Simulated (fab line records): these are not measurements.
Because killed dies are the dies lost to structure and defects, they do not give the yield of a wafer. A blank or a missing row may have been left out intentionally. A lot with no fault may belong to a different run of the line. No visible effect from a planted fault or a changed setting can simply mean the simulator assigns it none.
Which of the tools did it? / flow berkeley-cmos170 / 14 lots, 42 wafers sampled, at 5 steps of a route of 331

## WHAT THE GAUGES READ, wafer by wafer
UCB170_NWELL_THK_MEAS_02.
lot=L526; measured=day 2 10:09; on=film-metro-03; NWELL_OXIDE_THK (nm)=27.3 27.0 26.9
lot=L527; measured=day 2 19:14; on=film-metro-04; NWELL_OXIDE_THK (nm)=25.3 25.8 25.5
lot=L528; measured=day 2 19:14; on=film-metro-03; NWELL_OXIDE_THK (nm)=25.2 25.7 26.0
lot=L530; measured=day 3 02:15; on=film-metro-04; NWELL_OXIDE_THK (nm)=26.1 26.1 26.2
lot=L529; measured=day 3 06:22; on=film-metro-03; NWELL_OXIDE_THK (nm)=25.6 25.4 25.3
lot=L531; measured=day 3 12:35; on=film-metro-01; NWELL_OXIDE_THK (nm)=26.5 26.5 26.8
lot=L533; measured=day 3 21:07; on=film-metro-04; NWELL_OXIDE_THK (nm)=25.4 25.9 26.0
lot=L534; measured=day 4 02:48; on=film-metro-01; NWELL_OXIDE_THK (nm)=26.3 25.7 26.1
lot=L536; measured=day 4 02:49; on=film-metro-04; NWELL_OXIDE_THK (nm)=25.7 25.9 25.9
lot=L540; measured=day 5 07:39; on=film-metro-03; NWELL_OXIDE_THK (nm)=25.9 26.7 26.3
lot=L544; measured=day 6 06:11; on=film-metro-01; NWELL_OXIDE_THK (nm)=26.6 26.1 26.0
lot=L546; measured=day 6 17:14; on=film-metro-01; NWELL_OXIDE_THK (nm)=26.6 26.4 26.4
lot=L547; measured=day 6 17:15; on=film-metro-03; NWELL_OXIDE_THK (nm)=26.3 27.0 26.7
lot=L548; measured=day 7 01:16; on=film-metro-03; NWELL_OXIDE_THK (nm)=26.0 26.6 26.2

UCB170_ACTIVE_THK_MEAS_06.
lot=L526; measured=day 5 00:46; on=film-metro-02; ACTIVE_NITRIDE_THK (nm)=219.1 219.5 217.5
lot=L527; measured=day 5 00:41; on=film-metro-02; ACTIVE_NITRIDE_THK (nm)=215.8 218.0 217.0
lot=L528; measured=day 5 00:41; on=film-metro-03; ACTIVE_NITRIDE_THK (nm)=218.7 220.4 218.1
lot=L530; measured=day 5 10:12; on=film-metro-02; ACTIVE_NITRIDE_THK (nm)=218.3 217.2 218.6
lot=L529; measured=day 5 10:13; on=film-metro-03; ACTIVE_NITRIDE_THK (nm)=216.6 218.0 217.1
lot=L531; measured=day 6 03:50; on=film-metro-02; ACTIVE_NITRIDE_THK (nm)=217.3 218.4 218.2
lot=L533; measured=day 6 08:25; on=film-metro-03; ACTIVE_NITRIDE_THK (nm)=215.0 217.0 217.0
lot=L534; measured=day 6 20:46; on=film-metro-02; ACTIVE_NITRIDE_THK (nm)=431.8 429.4 430.4
lot=L536; measured=day 6 18:41; on=film-metro-01; ACTIVE_NITRIDE_THK (nm)=218.9 219.8 216.7
lot=L540; measured=day 7 15:18; on=film-metro-03; ACTIVE_NITRIDE_THK (nm)=219.9 217.2 217.3
lot=L544; measured=day 8 16:52; on=film-metro-03; ACTIVE_NITRIDE_THK (nm)=442.2 443.8 440.1
lot=L546; measured=day 9 13:29; on=film-metro-03; ACTIVE_NITRIDE_THK (nm)=217.5 218.2 219.2
lot=L547; measured=day 9 13:26; on=film-metro-03; ACTIVE_NITRIDE_THK (nm)=217.8 220.7 218.9
lot=L548; measured=day 9 13:34; on=film-metro-01; ACTIVE_NITRIDE_THK (nm)=221.3 220.1 219.4

UCB170_ACTIVE_CD_MEAS_90 targets a cd of 1200 nm.
lot=L526; measured=day 5 05:04; on=cd-sem-02; cd-nm (nm)=1202.1 1199.6 1202.8
lot=L527; measured=day 5 04:47; on=cd-sem-02; cd-nm (nm)=1199.7 1198.0 1198.0
lot=L528; measured=day 5 04:55; on=cd-sem-02; cd-nm (nm)=1195.9 1196.1 1196.6
lot=L530; measured=day 5 11:42; on=cd-sem-01; cd-nm (nm)=1201.3 1202.2 1202.2
lot=L529; measured=day 5 11:30; on=cd-sem-02; cd-nm (nm)=1200.4 1201.7 1203.5
lot=L531; measured=day 6 05:47; on=cd-sem-02; cd-nm (nm)=1201.3 1202.9 1201.5
lot=L533; measured=day 6 10:30; on=cd-sem-01; cd-nm (nm)=1199.6 1199.6 1198.7
lot=L534; measured=day 6 22:19; on=cd-sem-01; cd-nm (nm)=1199.8 1199.0 1198.6
lot=L536; measured=day 6 20:34; on=cd-sem-01; cd-nm (nm)=1199.0 1199.0 1198.8
lot=L540; measured=day 7 16:52; on=cd-sem-02; cd-nm (nm)=1199.6 1198.6 1200.1
lot=L544; measured=day 8 18:51; on=cd-sem-02; cd-nm (nm)=1201.8 1200.5 1201.6
lot=L546; measured=day 9 15:29; on=cd-sem-02; cd-nm (nm)=1202.1 1202.4 1201.3
lot=L547; measured=day 9 15:11; on=cd-sem-02; cd-nm (nm)=1199.4 1200.6 1201.6
lot=L548; measured=day 9 16:17; on=cd-sem-02; cd-nm (nm)=1202.1 1200.2 1201.5

## WHICH TOOL RAN EACH LOT (tool, then ch and the chambers of the sampled wafers, then the start)
lot=L526; UCB170_ACTIVE_CVD_05=lpcvd-02 ch 0, day 4 22:46; UCB170_ACTIVE_ETCH_15=rie-diel-03 ch 0,1, day 5 03:59
lot=L527; UCB170_ACTIVE_CVD_05=lpcvd-02 ch 0, day 4 22:46; UCB170_ACTIVE_ETCH_15=rie-diel-01 ch 1,3, day 5 03:44
lot=L528; UCB170_ACTIVE_CVD_05=lpcvd-02 ch 1, day 4 22:46; UCB170_ACTIVE_ETCH_15=rie-diel-02 ch 1,3, day 5 03:52
lot=L530; UCB170_ACTIVE_CVD_05=lpcvd-02 ch 0, day 5 08:17; UCB170_ACTIVE_ETCH_15=rie-diel-01 ch 1,2, day 5 11:30
lot=L529; UCB170_ACTIVE_CVD_05=lpcvd-02 ch 0, day 5 08:17; UCB170_ACTIVE_ETCH_15=rie-diel-02 ch 1,3, day 5 11:16
lot=L531; UCB170_ACTIVE_CVD_05=lpcvd-01 ch 0, day 6 01:55; UCB170_ACTIVE_ETCH_15=rie-diel-01 ch 1,2,3, day 6 05:35
lot=L533; UCB170_ACTIVE_CVD_05=lpcvd-02 ch 1, day 6 06:30; UCB170_ACTIVE_ETCH_15=rie-diel-01 ch 1,2,3, day 6 10:18
lot=L534; UCB170_ACTIVE_CVD_05=lpcvd-02 ch 1, day 6 16:46; UCB170_ACTIVE_ETCH_15=rie-diel-01 ch 1,2,3, day 6 22:07
lot=L536; UCB170_ACTIVE_CVD_05=lpcvd-02 ch 1, day 6 16:46; UCB170_ACTIVE_ETCH_15=rie-diel-02 ch 1,3, day 6 20:20
lot=L540; UCB170_ACTIVE_CVD_05=lpcvd-02 ch 1, day 7 13:22; UCB170_ACTIVE_ETCH_15=rie-diel-02 ch 0,1,2, day 7 16:37
lot=L544; UCB170_ACTIVE_CVD_05=lpcvd-02 ch 1, day 8 12:34; UCB170_ACTIVE_ETCH_15=rie-diel-02 ch 0,1,3, day 8 18:23
lot=L546; UCB170_ACTIVE_CVD_05=lpcvd-01 ch 1, day 9 10:32; UCB170_ACTIVE_ETCH_15=rie-diel-02 ch 0,1,2, day 9 15:11
lot=L547; UCB170_ACTIVE_CVD_05=lpcvd-01 ch 0, day 9 10:32; UCB170_ACTIVE_ETCH_15=rie-diel-03 ch 0,1,3, day 9 14:54
lot=L548; UCB170_ACTIVE_CVD_05=lpcvd-01 ch 1, day 9 10:32; UCB170_ACTIVE_ETCH_15=rie-diel-03 ch 0,2,3, day 9 16:05
- UCB170_ACTIVE_CVD_05: deposits Si3N4 from SiH2Cl2/NH3, target thk 220 nm, time 3300 s.
- UCB170_ACTIVE_ETCH_15: etches Si3N4 in CH3F/Ar/O2, stops on SiO2, target depth 242 nm, time 151 s.

## WHAT THE TOOLS THEMSELVES READ (means of the sampled wafers that have a number; where no wafer has one, the mark that the record gives instead)
UCB170_ACTIVE_CVD_05.
lot=L526; tool=lpcvd-02; susceptor-temp-C (C)=800.1
lot=L527; tool=lpcvd-02; susceptor-temp-C (C)=800.1
lot=L528; tool=lpcvd-02; susceptor-temp-C (C)=800.0
lot=L530; tool=lpcvd-02; susceptor-temp-C (C)=800.1
lot=L529; tool=lpcvd-02; susceptor-temp-C (C)=800.5
lot=L531; tool=lpcvd-01; susceptor-temp-C (C)=799.9
lot=L533; tool=lpcvd-02; susceptor-temp-C (C)=799.7
lot=L534; tool=lpcvd-02; susceptor-temp-C (C)=799.7
lot=L536; tool=lpcvd-02; susceptor-temp-C (C)=799.9
lot=L540; tool=lpcvd-02; susceptor-temp-C (C)=800.0
lot=L544; tool=lpcvd-02; susceptor-temp-C (C)=799.9
lot=L546; tool=lpcvd-01; susceptor-temp-C (C)=799.8
lot=L547; tool=lpcvd-01; susceptor-temp-C (C)=799.3
lot=L548; tool=lpcvd-01; susceptor-temp-C (C)=800.1

UCB170_ACTIVE_ETCH_15.
lot=L526; tool=rie-diel-03; drypump-motor-current-A (A)=4.9; oes-product-au (a.u.)=0.940; throttle-valve-pct (%)=8.00
lot=L527; tool=rie-diel-01; drypump-motor-current-A (A)=6.0; oes-product-au (a.u.)=0.947; throttle-valve-pct (%)=8.31
lot=L528; tool=rie-diel-02; drypump-motor-current-A (A)=5.0; oes-product-au (a.u.)=0.926; throttle-valve-pct (%)=8.04
lot=L530; tool=rie-diel-01; drypump-motor-current-A (A)=6.2; oes-product-au (a.u.)=0.942; throttle-valve-pct (%)=8.08
lot=L529; tool=rie-diel-02; drypump-motor-current-A (A)=5.2; oes-product-au (a.u.)=0.928; throttle-valve-pct (%)=7.93
lot=L531; tool=rie-diel-01; drypump-motor-current-A (A)=6.1; oes-product-au (a.u.)=0.945; throttle-valve-pct (%)=8.20
lot=L533; tool=rie-diel-01; drypump-motor-current-A (A)=6.1; oes-product-au (a.u.)=0.939; throttle-valve-pct (%)=8.20
lot=L534; tool=rie-diel-01; drypump-motor-current-A (A)=6.1; oes-product-au (a.u.)=0.999; throttle-valve-pct (%)=8.19
lot=L536; tool=rie-diel-02; drypump-motor-current-A (A)=5.0; oes-product-au (a.u.)=0.923; throttle-valve-pct (%)=8.02
lot=L540; tool=rie-diel-02; drypump-motor-current-A (A)=5.5; oes-product-au (a.u.)=0.934; throttle-valve-pct (%)=7.98
lot=L544; tool=rie-diel-02; drypump-motor-current-A (A)=5.2; oes-product-au (a.u.)=0.993; throttle-valve-pct (%)=8.04
lot=L546; tool=rie-diel-02; drypump-motor-current-A (A)=5.5; oes-product-au (a.u.)=0.940; throttle-valve-pct (%)=7.98
lot=L547; tool=rie-diel-03; drypump-motor-current-A (A)=5.0; oes-product-au (a.u.)=0.940; throttle-valve-pct (%)=7.97
lot=L548; tool=rie-diel-03; drypump-motor-current-A (A)=5.1; oes-product-au (a.u.)=0.948; throttle-valve-pct (%)=8.03

## THE ANSWER, worked out from the rows above alone
Rule: what is usual is taken from the lots themselves. Put in order of their means at a reading, lots are off if they are a third of the lots or fewer, leave a main group of 4 or more, and stand apart from it by a gap of 3 or more times the standard deviation of the main group's means; of several such gaps the widest counts. The tables above print the reading to a certain number of digits; a main group whose means all agree to those digits is not used. Also off: a lot with no number at a reading for which 4 or more lots have one. Any other lot the step has rows for is counted as sound. After the gauges, taken in route order, come the tools' own readings; for these a lot's mean is taken, as printed above. The first step at which some lot is off is used, and at that step the reading that is off furthest; a lot without a number counts as furthest.
Off: at UCB170_ACTIVE_THK_MEAS_06 (ACTIVE_NITRIDE_THK), L534, L544. The main group has a mean of 218.2 nm with a standard deviation of 1.
A tool fits if, at a process step before that reading, it ran every lot that is off, and no sound lot after the first of them. Not tried: the gauges at UCB170_ACTIVE_THK_MEAS_06; whatever is off there is also off at UCB170_ACTIVE_ETCH_15, on other tools, and gauge error can't account for it. No candidate that was tried fits.

## WHAT THE SIMULATOR HAD PUT IN
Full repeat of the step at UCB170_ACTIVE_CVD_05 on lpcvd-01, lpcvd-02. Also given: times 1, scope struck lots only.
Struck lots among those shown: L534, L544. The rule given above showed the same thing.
